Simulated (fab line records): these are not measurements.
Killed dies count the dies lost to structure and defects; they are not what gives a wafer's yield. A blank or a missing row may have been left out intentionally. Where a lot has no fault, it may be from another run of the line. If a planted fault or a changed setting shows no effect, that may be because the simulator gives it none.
2 desks looking at one fault ; flow berkeley-cmos170 ; numbers are kept per desk, each desk with only its own; the story behind them comes last

FOR THE TOOL OWNER'S DESK: pvd-sputter-04
The tool's own readings at UCB170_M2_SPUTTER_01 (material Al, target thk 900 nm, time 120 s): means of the sampled wafers that have a number, for each lot that ran on this tool. If a lot's mean is further than 4 standard deviations from the usual mean, the lot is out of limits and carries the mark OUT (the distance appears in the brackets).
Columns: A = throttle-valve-pct at UCB170_M2_SPUTTER_01, usual 30.0 %
lot;first seen here;A
L419;day 7 13:19;30.1
L421;day 7 18:49;29.7
L429;day 9 20:13;30.1
L430;day 10 10:37;30.0
Result from this desk: across the 4 lots, nothing is out of limits.

AT THE METROLOGY DESK
What the gauges read for every lot (on any tool): the sampled wafers with a number, averaged. If a lot's mean is further than 4 standard deviations from the usual mean, the lot is out of limits and carries the mark OUT (the distance appears in the brackets).
Columns: A = M1_AL_THK at UCB170_M1_THK_MEAS_02, usual 601 nm; B = cd-nm at UCB170_M1_CD_MEAS_90, usual 701 nm; C = V1_TEOS_THK at UCB170_V1_THK_MEAS_01, usual 2015 nm; D = M2_AL_RS at UCB170_M2_RS_MEAS_02, usual 0.0322 ohm/sq; E = M2_AL_THK at UCB170_M2_THK_MEAS_03, usual 898 nm
lot;first seen here;A;B;C;D;E
L418;day 6 17:35;600;699;2057;0.0315;911
L420;day 7 03:10;605;705;1988;0.0321;902
L419;day 7 03:41;608;701;2039;0.0322;899
L422;day 7 07:12;603;709;1999;0.0321;894
L423;day 7 07:46;614;694;1990;0.0323;901
L421;day 7 09:04;601;700;2027;0.0316;910
L429;day 9 09:47;588;697;2018;0.0453 (+31) OUT;644 (-21) OUT
L430;day 10 01:12;598;709;2013;0.0452 (+31) OUT;643 (-21) OUT
L433;day 10 18:14;603;698;2004;0.0320;904
L436;day 11 00:35;591;700;2022;0.0328;884
L434;day 11 00:49;601;701;1992;0.0322;893
L438;day 11 18:30;600;701;1998;0.0323;896
L439;day 11 18:59;598;698;2015;0.0318;912
L440;day 11 19:16;604;699;1997;0.0319;898
This desk finds L429, L430 out of limits, with the earliest case on L429 at day 9 20:19 (M2_AL_RS at UCB170_M2_RS_MEAS_02). L418, L420, L419, L422, L423, L421, L433, L436, L434, L438, L439, L440: within limits.

BROUGHT TOGETHER
On L429, L430, the metrology desk was in a position to raise an alarm at day 9 20:19.
Nothing out of limits was seen by the tool owner's desk.
Tool owner's desk: L429, L430 on record, inside its limits.
Of the lots named, all ran UCB170_M2_SPUTTER_01 on pvd-sputter-04.

WHAT WAS PUT IN BY THE SIMULATOR
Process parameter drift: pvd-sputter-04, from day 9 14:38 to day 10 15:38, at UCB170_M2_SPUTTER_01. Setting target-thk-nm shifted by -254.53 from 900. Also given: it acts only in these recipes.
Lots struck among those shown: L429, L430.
Time in hours between the start of the fault and the first out-of-limits reading at each desk: metrology desk, 6.
